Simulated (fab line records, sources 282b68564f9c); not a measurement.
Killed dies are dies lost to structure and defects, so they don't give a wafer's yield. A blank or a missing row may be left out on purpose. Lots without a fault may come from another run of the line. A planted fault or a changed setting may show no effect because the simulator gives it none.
Tool commonality check | flow rit_cmos | 15 lots, 45 wafers sampled

WHY IT WAS OPENED
At RIT_NWELL_OVL_MEAS_06 the reading NWELL_OVL is flagged on 3 of 15 lots. Wafers without a fault read -0.7 nm, standard deviation 1.4.
Rule: a lot is flagged when every wafer of it that has a number lies more than 4 standard deviations from that mean, or none has a number. The other lots count as sound.

lot  | measured    | on         | NWELL_OVL (nm), wafer by wafer | flag
L399 | day 1 23:19 | overlay-02 | 1.2 -1.5 -1.8                  |
L400 | day 2 05:01 | overlay-02 | -0.3 -0.9 -0.1                 |
L401 | day 2 08:10 | overlay-01 | -0.7 -2.0 -1.4                 |
L402 | day 2 12:41 | overlay-01 | -2.4 -2.4 -3.4                 |
L403 | day 2 17:26 | overlay-01 | -0.4 -0.1 1.3                  |
L404 | day 2 22:52 | overlay-02 | -0.8 -0.2 -0.3                 |
L405 | day 3 04:03 | overlay-01 | -2.4 -3.4 -3.1                 |
L406 | day 3 08:19 | overlay-01 | -2.0 -1.5 -1.3                 |
L407 | day 3 15:40 | overlay-01 | -1.2 2.0 -0.5                  |
L408 | day 3 19:45 | overlay-01 | -2.1 0.2 -1.8                  |
L409 | day 4 00:16 | overlay-01 | -2.5 -0.7 -3.6                 |
L415 | day 5 05:57 | overlay-02 | -177.9 -179.0 -178.2           | FLAGGED
L418 | day 6 05:25 | overlay-01 | -180.7 -180.1 -181.1           | FLAGGED
L419 | day 6 08:09 | overlay-02 | -180.4 -182.5 -182.9           | FLAGGED
L420 | day 6 10:41 | overlay-01 | -0.3 -1.1 -0.5                 |
The numbers of the flagged lots are -180.3 nm on average: -179.6 nm against the usual, or -99 or more standard deviations.

WHICH TOOL RAN EACH LOT
The record holds 1 process step before the reading, out of a route of 202 steps. In each cell: the tool, then ch and the chambers that the sampled wafers went through, then the start.
lot  | flag    | RIT_NWELL_EXPOSE_03
L399 |         | iline_stepper-02 ch 0, day 1 22:54
L400 |         | iline_stepper-01 ch 0, day 2 04:35
L401 |         | iline_stepper-02 ch 0, day 2 07:39
L402 |         | iline_stepper-02 ch 0, day 2 12:17
L403 |         | iline_stepper-01 ch 0, day 2 16:58
L404 |         | iline_stepper-02 ch 0, day 2 22:28
L405 |         | iline_stepper-01 ch 0, day 3 03:38
L406 |         | iline_stepper-01 ch 0, day 3 07:53
L407 |         | iline_stepper-01 ch 0, day 3 15:14
L408 |         | iline_stepper-01 ch 0, day 3 19:20
L409 |         | iline_stepper-02 ch 0, day 3 23:50
L415 | FLAGGED | iline_stepper-01 ch 0, day 5 05:31
L418 | FLAGGED | iline_stepper-01 ch 0, day 6 05:00
L419 | FLAGGED | iline_stepper-01 ch 0, day 6 07:43
L420 |         | iline_stepper-02 ch 0, day 6 10:16
What these steps do:
- RIT_NWELL_EXPOSE_03: exposes mask M2, target cd 43900 nm.
- RIT_NWELL_OVL_MEAS_06

FLAGGED OVER TOTAL, TOOL BY TOOL (the gauges that took the reading come last)
step                  | tool             | lots run | flagged | share of the flagged lots | sound lots run after its first flagged lot
RIT_NWELL_EXPOSE_03   | iline_stepper-01 | 9        | 3       | all                       | 0
RIT_NWELL_EXPOSE_03   | iline_stepper-02 | 6        | 0       | none                      | -
RIT_NWELL_OVL_MEAS_06 | overlay-01       | 10       | 1       | some                      | 1 (L420)
RIT_NWELL_OVL_MEAS_06 | overlay-02       | 5        | 2       | some                      | 0

WHAT THE TABLE ALLOWS
1 row of the table ran every flagged lot: iline_stepper-01 at RIT_NWELL_EXPOSE_03.
- iline_stepper-01 at RIT_NWELL_EXPOSE_03: 3 of its 9 lots flagged. Its last sound lot is L408 (day 3 19:20), its first flagged lot L415 (day 5 05:31): a fault that began between those two fits.
One tool is left: iline_stepper-01 at RIT_NWELL_EXPOSE_03.

WHAT THE SIMULATOR HAD PUT IN
Scanner matching overlay: iline_stepper-01, from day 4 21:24 on, at RIT_NWELL_EXPOSE_03. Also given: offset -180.
Lots struck among those shown: L415, L418, L419. The rule above found the same.
